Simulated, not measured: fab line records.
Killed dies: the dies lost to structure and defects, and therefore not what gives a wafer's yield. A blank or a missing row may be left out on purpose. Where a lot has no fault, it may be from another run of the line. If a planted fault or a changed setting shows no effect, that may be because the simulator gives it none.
fab line records -- flow ritCmos
record: lots: 7, wafers: 21, lastDay: 6
route steps=202 shown GATE@84 M1@202
lots that met no fault: from a run of the same line without faults
startH: hours from the record's first day to the start of the lot's first wafer shown -- waitH: hours from the lot's prior step to this one -- " identical to the entry in the row above -- L1.1+2: several wafers, shown together as one row -- - no value present, or no start provided -- * or withheld: withheld -- < > ~ a bound
route shown NAME@n: NAME is a module with steps in the file, n the number in the route of the first one -- usual: the fault-free wafers' mean and standard deviation -- same: alike in all rows -- chamber/n: place in a boat -- sites: the reading at each site -- _std_site: the values' standard deviation -- _edge_site: outer sites' mean less inner sites' -- radiusMm: how far each site lies from the wafer's centre -- mask NAME#n: copy n -- behind: the last tool/chamber to shape the wafer -- hold: why the lot was held/for how many hours/how that ended -- device: whichever transistor did not switch (one of n, p or np) -- end of line: the route-end tests of the same wafers -- where a step has no rows: the recipe by itself -- killed: count of dies lost to structure and defects at first sort (not the wafer's yield) -- map: dies across one wafer; x = killed, . = not, _ = none there
set.NAME: the setting as run; set.NAME@STEP: as run at that earlier step -- model.NAME: the simulator's own value behind a step, which no gauge read
lots at selected steps of the route; one table per step, one row per wafer
services: the hour from which a tool's chamber was out of use, counted from the record's first day as startH (under 0 if before that day), plus the number of hours and why
== steps ==
step: RIT_GATE_CVD_08
recipe: material: poly-Si, targetThkNm: 250, tempC: 610, precursor: SiH4, timeS: 2220, pressureMtorr: 300, sih4FlowSccm: 100
step: RIT_GATE_THK_MEAS_09
recipe: reads: poly-Si_of_GATE_CVD_08
usual: GATE_POLY_THK: 250.4/2.6
lot.wafer,tool,chamber,startH,waitH,GATE_POLY_THK[nm]
L973.1,filmMetro-02,-,43.98,0.0,249.0
L973.4,filmMetro-02,-,43.98,0.0,247.2
L973.6,filmMetro-02,-,43.98,0.0,245.7
L974.2,filmMetro-01,-,47.52,0.0,249.7
L974.5,filmMetro-01,-,47.52,0.0,251.2
L974.6,filmMetro-01,-,47.52,0.0,251.2
L975.1,filmMetro-01,-,51.46,0.0,250.3
L975.3,filmMetro-01,-,51.46,0.0,250.7
L975.6,filmMetro-01,-,51.46,0.0,250.3
L977.1,filmMetro-01,-,64.56,0.0,249.5
L977.4,filmMetro-01,-,64.56,0.0,250.1
L977.6,filmMetro-01,-,64.56,0.0,247.9
L987.1,filmMetro-01,-,112.93,0.0,256.0
L987.4,filmMetro-01,-,112.93,0.0,253.2
L987.6,filmMetro-01,-,112.93,0.0,254.0
L988.2,filmMetro-01,-,117.83,0.0,252.3
L988.4,filmMetro-01,-,117.83,0.0,250.5
L988.5,filmMetro-01,-,117.83,0.0,251.5
L989.2,filmMetro-01,-,125.66,0.0,255.3
L989.5,filmMetro-01,-,125.66,0.0,251.1
L989.6,filmMetro-01,-,125.66,0.0,254.1
step: RIT_GATE_HMDS_10
recipe: primeTimeS: 60, primeTempC: 140
step: RIT_GATE_COAT_11
recipe: resist: NOVOLAK, spinRpm: 4250, resistThkNm: 850
step: RIT_GATE_SOFTBAKE_12
recipe: resist: NOVOLAK, tempC: 90, timeS: 60
step: RIT_GATE_EXPOSE_13
recipe: maskId: M6, na: 0.6, sourceShape: conventional, sigmaOuter: 0.6, targetCdNm: 150, doseMj: 380
step: RIT_GATE_PEB_14
recipe: resist: NOVOLAK, tempC: withheld, timeS: withheld
step: RIT_GATE_DEVELOP_15
recipe: resist: NOVOLAK, developTimeS: 50, devTempC: 23
step: RIT_GATE_CD_MEAS_16
recipe: targetCdNm: 150
usual: cdNm: 150.0/2.1
lot.wafer,tool,chamber,startH,waitH,cdNm
L973.1,cdSem-02,-,45.01,-,151.5
L973.4,cdSem-02,-,45.01,-,151.7
L973.6,cdSem-02,-,45.01,-,151.4
L974.2,cdSem-02,-,48.44,-,151.3
L974.5,cdSem-02,-,48.44,-,153.1
L974.6,cdSem-02,-,48.44,-,150.9
L975.1,cdSem-02,-,52.45,-,143.2
L975.3,cdSem-02,-,52.45,-,145.0
L975.6,cdSem-02,-,52.45,-,146.4
L977.1,cdSem-01,-,65.59,-,150.0
L977.4,cdSem-01,-,65.59,-,150.9
L977.6,cdSem-01,-,65.59,-,147.6
L987.1,cdSem-02,-,113.84,-,146.8
L987.4,cdSem-02,-,113.84,-,150.1
L987.6,cdSem-02,-,113.84,-,149.6
L988.2,cdSem-02,-,118.75,-,150.8
L988.4,cdSem-02,-,118.75,-,150.8
L988.5,cdSem-02,-,118.75,-,150.6
L989.2,cdSem-02,-,126.58,-,150.1
L989.5,cdSem-02,-,126.58,-,150.0
L989.6,cdSem-02,-,126.58,-,147.1
step: RIT_GATE_OVL_MEAS_17
usual: GATE_OVL: -0.3/1.2
lot.wafer,tool,chamber,startH,waitH,GATE_OVL[nm]
L973.1,overlay-01,-,45.13,0.1,0.6
L973.4,overlay-01,-,45.13,0.1,-1.5
L973.6,overlay-01,-,45.13,0.1,1.2
L974.2,overlay-02,-,48.55,0.1,-0.6
L974.5,overlay-02,-,48.55,0.1,0.3
L974.6,overlay-02,-,48.55,0.1,-0.1
L975.1,overlay-02,-,52.57,0.1,0.8
L975.3,overlay-02,-,52.57,0.1,-0.1
L975.6,overlay-02,-,52.57,0.1,-0.9
L977.1,overlay-02,-,65.71,0.1,-0.7
L977.4,overlay-02,-,65.71,0.1,0.0
L977.6,overlay-02,-,65.71,0.1,-1.5
L987.1,overlay-01,-,113.96,0.1,-3.1
L987.4,overlay-01,-,113.96,0.1,-2.2
L987.6,overlay-01,-,113.96,0.1,-1.5
L988.2,overlay-02,-,118.86,0.1,-0.4
L988.4,overlay-02,-,118.86,0.1,-0.8
L988.5,overlay-02,-,118.86,0.1,-0.2
L989.2,overlay-01,-,126.72,0.1,-0.4
L989.5,overlay-01,-,126.72,0.1,-0.4
L989.6,overlay-01,-,126.72,0.1,-1.4
step: RIT_GATE_HARDBAKE_18
recipe: resist: NOVOLAK, tempC: 140, timeS: 60
step: RIT_GATE_ETCH_19
recipe: chemistry: SF6/CHF3/O2, timeS: 165, SF6_flow_sccm: 30, CHF3_flow_sccm: 30, O2_flow_sccm: 5, target: poly-Si, pressureMtorr: 40, rfW: 160, targetDepthA: 3125, overEtchFrac: 0.25, stopOn: SiO2
usual: drypumpMotorCurrentA: 5.8/0.52, oesProductAu: 0.849/0.01, rfFwdPowerW: 159.4/0.54, throttleValvePct: 10.29/0.12
lot.wafer,tool,chamber,startH,waitH,drypumpMotorCurrentA,oesProductAu,rfFwdPowerW,rfHoursCounterH,throttleValvePct
L973.1,rieSi-01,2,45.32,0.1,5.3,0.841,158.7,77,10.24
L973.4,rieSi-01,3,45.32,0.1,6.7,0.847,159.1,47,10.09
L973.6,rieSi-01,1,45.32,0.1,5.9,0.845,159.3,-,10.37
L974.2,rieSi-02,2,48.73,0.1,5.4,0.845,159.6,119,10.39
L974.5,rieSi-02,3,48.73,0.1,5.4,0.852,159.7,-,10.46
L974.6,rieSi-02,0,48.73,0.1,5.7,0.842,159.5,-,10.21
L975.1,rieSi-01,1,52.75,0.1,5.8,0.850,158.9,70,10.37
L975.3,rieSi-01,2,52.75,0.1,5.3,0.845,158.4,77,10.23
L975.6,rieSi-01,1,52.75,0.1,5.8,0.855,159.6,-,10.38
L977.1,rieSi-01,0,65.90,0.1,6.7,0.828,159.7,60,10.27
L977.4,rieSi-01,3,65.90,0.1,6.8,0.853,159.4,47,10.07
L977.6,rieSi-01,1,65.90,0.1,5.9,0.852,159.7,-,10.37
L987.1,rieSi-01,3,114.15,0.1,6.7,0.873,159.6,47,10.08
L987.4,rieSi-01,0,114.15,0.1,6.7,0.843,159.0,60,10.27
L987.6,rieSi-01,2,114.15,0.1,5.3,0.855,159.8,-,10.22
L988.2,rieSi-02,3,119.07,0.1,5.4,0.845,158.7,133,10.47
L988.4,rieSi-02,1,119.07,0.1,5.6,0.840,159.0,12,10.35
L988.5,rieSi-02,0,119.07,0.1,5.7,0.857,159.7,-,10.20
L989.2,rieSi-01,3,126.90,0.1,6.8,0.872,160.0,47,10.08
L989.5,rieSi-01,0,126.90,0.1,6.7,0.842,159.1,-,10.26
L989.6,rieSi-01,3,126.90,0.1,6.8,0.866,160.3,-,10.07
step: RIT_GATE_STRIP_20
recipe: chemistry: O2, timeS: 180, resist: NOVOLAK, platenTempC: withheld, powerW: 500, pressureMtorr: 4000, o2FlowSccm: 4000
usual: chamberPressureMTorr: 4000/3.8, drypumpMotorCurrentA: 5.9/0.5, rfReflPowerW: 7.4/1.1
lot.wafer,tool,chamber,startH,waitH,chamberPressureMTorr,drypumpMotorCurrentA,rfHoursCounterH,rfReflPowerW,model.NOVOLAK_of_GATE_COAT_11.thkNm
L973.1,plasmaAsher-02,0,45.43,0.1,3999,5.9,42,7.6,0
L973.4,plasmaAsher-02,1,45.43,0.1,3996,5.9,-,7.1,0
L973.6,plasmaAsher-02,1,45.43,0.1,3997,5.9,-,7.1,0
L974.2,plasmaAsher-02,1,48.84,0.1,3994,5.9,42,6.4,0
L974.5,plasmaAsher-02,1,48.84,0.1,4002,5.8,-,6.8,0
L974.6,plasmaAsher-02,0,48.84,0.1,3999,5.9,-,7.4,0
L975.1,plasmaAsher-01,1,52.86,0.1,4006,6.6,27,6.6,0
L975.3,plasmaAsher-01,1,52.86,0.1,4002,6.6,-,6.6,0
L975.6,plasmaAsher-01,0,52.86,0.1,4000,4.9,-,9.4,0
L977.1,plasmaAsher-01,0,66.00,0.1,3997,4.9,29,9.5,0
L977.4,plasmaAsher-01,1,66.00,0.1,4001,6.6,-,6.5,0
L977.6,plasmaAsher-01,0,66.00,0.1,3999,4.9,-,9.2,0
L987.1,plasmaAsher-02,0,114.26,0.1,-,-,-,-,667.1
L987.4,plasmaAsher-02,1,114.26,0.1,-,-,-,-,669.5
L987.6,plasmaAsher-02,0,114.26,0.1,-,-,-,-,668.5
L988.2,plasmaAsher-04,0,119.18,0.1,-,-,-,-,671.8
L988.4,plasmaAsher-04,0,119.18,0.1,-,-,-,-,667.7
L988.5,plasmaAsher-04,1,119.18,0.1,-,-,-,-,676.4
L989.2,plasmaAsher-02,1,127.00,0.1,-,-,-,-,671.7
L989.5,plasmaAsher-02,0,127.00,0.1,-,-,-,-,672.4
L989.6,plasmaAsher-02,1,127.00,0.1,-,-,-,-,669.5
step: RIT_GATE_CD_MEAS_90
recipe: targetCdNm: 150
usual: cdNm: 150.0/2.1
lot.wafer,tool,chamber,startH,waitH,cdNm
L973.1,cdSem-01,-,45.60,0.1,151.4
L973.4,cdSem-01,-,45.60,0.1,151.2
L973.6,cdSem-01,-,45.60,0.1,151.7
L974.2,cdSem-01,-,49.03,0.1,150.9
L974.5,cdSem-01,-,49.03,0.1,152.7
L974.6,cdSem-01,-,49.03,0.1,151.3
L975.1,cdSem-01,-,53.04,0.1,143.5
L975.3,cdSem-01,-,53.04,0.1,144.7
L975.6,cdSem-01,-,53.04,0.1,146.3
L977.1,cdSem-02,-,66.18,0.1,149.8
L977.4,cdSem-02,-,66.18,0.1,151.5
L977.6,cdSem-02,-,66.18,0.1,147.7
L987.1,cdSem-01,-,114.43,0.1,146.8
L987.4,cdSem-01,-,114.43,0.1,150.2
L987.6,cdSem-01,-,114.43,0.1,149.6
L988.2,cdSem-01,-,119.37,0.1,150.8
L988.4,cdSem-01,-,119.37,0.1,150.8
L988.5,cdSem-01,-,119.37,0.1,151.1
L989.2,cdSem-01,-,127.20,0.1,149.7
L989.5,cdSem-01,-,127.20,0.1,149.9
L989.6,cdSem-01,-,127.20,0.1,147.1
step: RIT_M1_PROBE_99
usual: killedAtContacts: 0.1/0.3, killedAtFrontEnd: 6.9/2.9, killedDies: 7.0/2.9, killedOnRim: 1.8/1.4, killedOpen: 3.3/2, killedShort: 3.7/2
same: grossDies: 264, killed_at_M0_to_M3: 0, killed_at_M4_up: 0, killedAtBackSide: 0, killedAtOther: 0
lot.wafer,tool,chamber,startH,waitH,killedAtContacts,killedAtFrontEnd,killedDies,killedOnRim,killedOpen,killedShort
L974.2,prober-01,-,68.34,0.1,0,10,10,4,4,6
L974.5,prober-01,-,68.49,0.2,0,4,4,1,4,0
L974.6,prober-01,-,68.54,0.2,0,5,5,2,2,3
L975.1,prober-02,-,72.64,0.1,0,6,6,2,4,2
L975.3,prober-02,-,72.74,0.2,0,7,7,2,7,0
L975.6,prober-02,-,72.89,0.2,0,12,12,1,7,5
L987.1,prober-01,-,135.41,0.1,0,264,264,70,2,5
L987.4,prober-01,-,135.56,0.2,0,264,264,70,1,2
L987.6,prober-01,-,135.66,0.2,0,264,264,70,5,2
L988.2,prober-02,-,139.83,0.1,0,264,264,70,3,5
L988.4,prober-02,-,139.93,0.2,0,264,264,70,2,4
L988.5,prober-02,-,139.98,0.2,1,263,264,70,1,1
L989.2,prober-01,-,147.88,0.1,0,264,264,70,4,2
L989.5,prober-01,-,148.03,0.2,0,264,264,70,5,2
L989.6,prober-01,-,148.08,0.2,0,264,264,70,4,4
killed by level:class
L974.2 GATE:geometricParticle:short=4 SPACER:geometricParticle:short=2 FOX1:geometricParticle:open=1 FOX2:geometricParticle:open=1 GATE:geometricParticle:open=1 SILICIDE:geometricParticle:open=1
L974.5 FOX1:geometricParticle:open=2 GATE:geometricParticle:open=1 SPACER:geometricParticle:open=1
L974.6 REOX:geometricParticle:open=2 GATE:geometricParticle:short=1 REOX:geometricParticle:short=1 SILICIDE:geometricParticle:short=1
L975.1 FOX1:geometricParticle:short=2 GATE:geometricParticle:open=2 FOX1:geometricParticle:open=1 SPACER:geometricParticle:open=1
L975.3 GATE:geometricParticle:open=4 FOX2:geometricParticle:open=2 SILICIDE:geometricParticle:open=1
L975.6 REOX:geometricParticle:open=3 GATE:geometricParticle:short=2 SPACER:geometricParticle:open=2 FOX1:geometricParticle:open=1 FOX2:geometricParticle:short=1 SPACER:geometricParticle:short=1 SILICIDE:geometricParticle:open=1 SILICIDE:geometricParticle:short=1
L987.1 REOX:areaOxidation=257 GATE:geometricParticle:short=2 SPACER:geometricParticle:short=2 FOX1:geometricParticle:short=1 REOX:geometricParticle:open=1 SPACER:geometricParticle:open=1
L987.4 REOX:areaOxidation=261 FOX1:geometricParticle:open=1 GATE:geometricParticle:short=1 REOX:geometricParticle:short=1
L987.6 REOX:areaOxidation=257 SPACER:geometricParticle:open=2 FOX1:geometricParticle:short=1 FOX1:geometricParticle:open=1 GATE:geometricParticle:short=1 REOX:geometricParticle:open=1 SILICIDE:geometricParticle:open=1
L988.2 REOX:areaOxidation=256 GATE:geometricParticle:short=2 FOX1:geometricParticle:open=1 FOX2:geometricParticle:short=1 FOX2:geometricParticle:open=1 GATE:geometricParticle:open=1 SPACER:geometricParticle:short=1 SILICIDE:geometricParticle:short=1
L988.4 REOX:areaOxidation=258 GATE:geometricParticle:short=2 FOX2:geometricParticle:short=1 FOX2:geometricParticle:open=1 SILICIDE:geometricParticle:short=1 SILICIDE:geometricParticle:open=1
L988.5 REOX:areaOxidation=262 FOX2:geometricParticle:short=1 CONTACT:geometricParticle:open=1
L989.2 REOX:areaOxidation=258 FOX2:geometricParticle:open=2 FOX2:geometricParticle:short=1 GATE:geometricParticle:open=1 SPACER:geometricParticle:short=1 SPACER:geometricParticle:open=1
L989.5 REOX:areaOxidation=257 GATE:geometricParticle:open=2 SILICIDE:geometricParticle:open=2 REOX:geometricParticle:open=1 SPACER:geometricParticle:short=1 SILICIDE:geometricParticle:short=1
L989.6 REOX:areaOxidation=256 FOX2:geometricParticle:short=3 SILICIDE:geometricParticle:open=3 FOX2:geometricParticle:open=1 REOX:geometricParticle:short=1
map L987.1 (x killed, . not)
________xxxxxxx_______
_____xxxxxxxxxxxxx____
____xxxxxxxxxxxxxxx___
___xxxxxxxxxxxxxxxxx__
__xxxxxxxxxxxxxxxxxxx_
__xxxxxxxxxxxxxxxxxxx_
_xxxxxxxxxxxxxxxxxxxxx
_xxxxxxxxxxxxxxxxxxxxx
_xxxxxxxxxxxxxxxxxxxxx
_xxxxxxxxxxxxxxxxxxxxx
__xxxxxxxxxxxxxxxxxxx_
__xxxxxxxxxxxxxxxxxxx_
___xxxxxxxxxxxxxxxxx__
____xxxxxxxxxxxxxxx___
_____xxxxxxxxxxxxx____
________xxxxxxx_______
map L988.2 (x killed, . not)
________xxxxxxx_______
_____xxxxxxxxxxxxx____
____xxxxxxxxxxxxxxx___
___xxxxxxxxxxxxxxxxx__
__xxxxxxxxxxxxxxxxxxx_
__xxxxxxxxxxxxxxxxxxx_
_xxxxxxxxxxxxxxxxxxxxx
_xxxxxxxxxxxxxxxxxxxxx
_xxxxxxxxxxxxxxxxxxxxx
_xxxxxxxxxxxxxxxxxxxxx
__xxxxxxxxxxxxxxxxxxx_
__xxxxxxxxxxxxxxxxxxx_
___xxxxxxxxxxxxxxxxx__
____xxxxxxxxxxxxxxx___
_____xxxxxxxxxxxxx____
________xxxxxxx_______
== services ==
tool,chamber,startH,hours,kind
rieSi-02,3,23.51,1.0,repair
plasmaAsher-01,-,29.87,3.1,repair
plasmaAsher-04,-,43.96,1.8,repair
plasmaAsher-02,-,46.64,0.4,repair
rieSi-02,2,52.18,14.7,repair
rieSi-01,-,57.58,2.8,pm
rieSi-01,-,67.39,0.2,repair
rieSi-01,3,75.49,2.2,repair
plasmaAsher-01,-,78.99,1.2,repair
rieSi-02,2,80.01,10.8,repair
rieSi-02,3,85.26,8.4,repair
plasmaAsher-04,-,100.62,2.8,pm
plasmaAsher-01,-,101.44,14.6,pm
plasmaAsher-02,-,103.31,2.4,repair
plasmaAsher-04,-,108.75,9.0,pm
plasmaAsher-04,0,108.75,9.0,ventCycle
plasmaAsher-04,1,108.75,9.0,ventCycle
plasmaAsher-04,0,117.75,-,clean
plasmaAsher-04,1,117.75,-,clean
plasmaAsher-04,-,126.64,2.2,repair
== key ==
firstSign: step: RIT_GATE_STRIP_20, reading: toolRecord, direction: missing
effect: step: RIT_M1_PROBE_99, reading: killedAtFrontEnd, direction: up, sigmas: 89, usual: 6.9, struck: 263.9
modelEffect: step: RIT_GATE_STRIP_20, value: NOVOLAK_of_GATE_COAT_11.thkNm, without: 0, struck: 670.5
moreKillsBornAt: RIT_REOX_OXIDATION_03@furnace-01: 1547, RIT_REOX_OXIDATION_03@furnace-04: 775
metAt RIT_GATE_STRIP_20
struckWafers L987.1,L987.4,L987.6,L988.2,L988.4,L988.5,L989.2,L989.5,L989.6
laterRowsLeftOut L987.1,L987.4,L987.6,L988.2,L988.4,L988.5,L989.2,L989.5,L989.6
testerLeftOut L987,L988,L989
onsetBetween 48.84 114.26
fault: kind: skippedStepWhole, tool: plasmaAsher-02,plasmaAsher-04, chamber: -, onsetH: 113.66, steps: RIT_GATE_STRIP_20, scope: struckLotsOnly
testerLeftOut: of these lots the tester's yield and bins aren't shown, on N5 and GAA mostly nor the transistor test; their killed dies are dies lost to structure and defects alone, not to doping, threshold or leakage, so they don't give the yield
laterRowsLeftOut: the simulator's readings of these wafers behind a module that went badly wrong aren't trusted and aren't shown, but for the sort
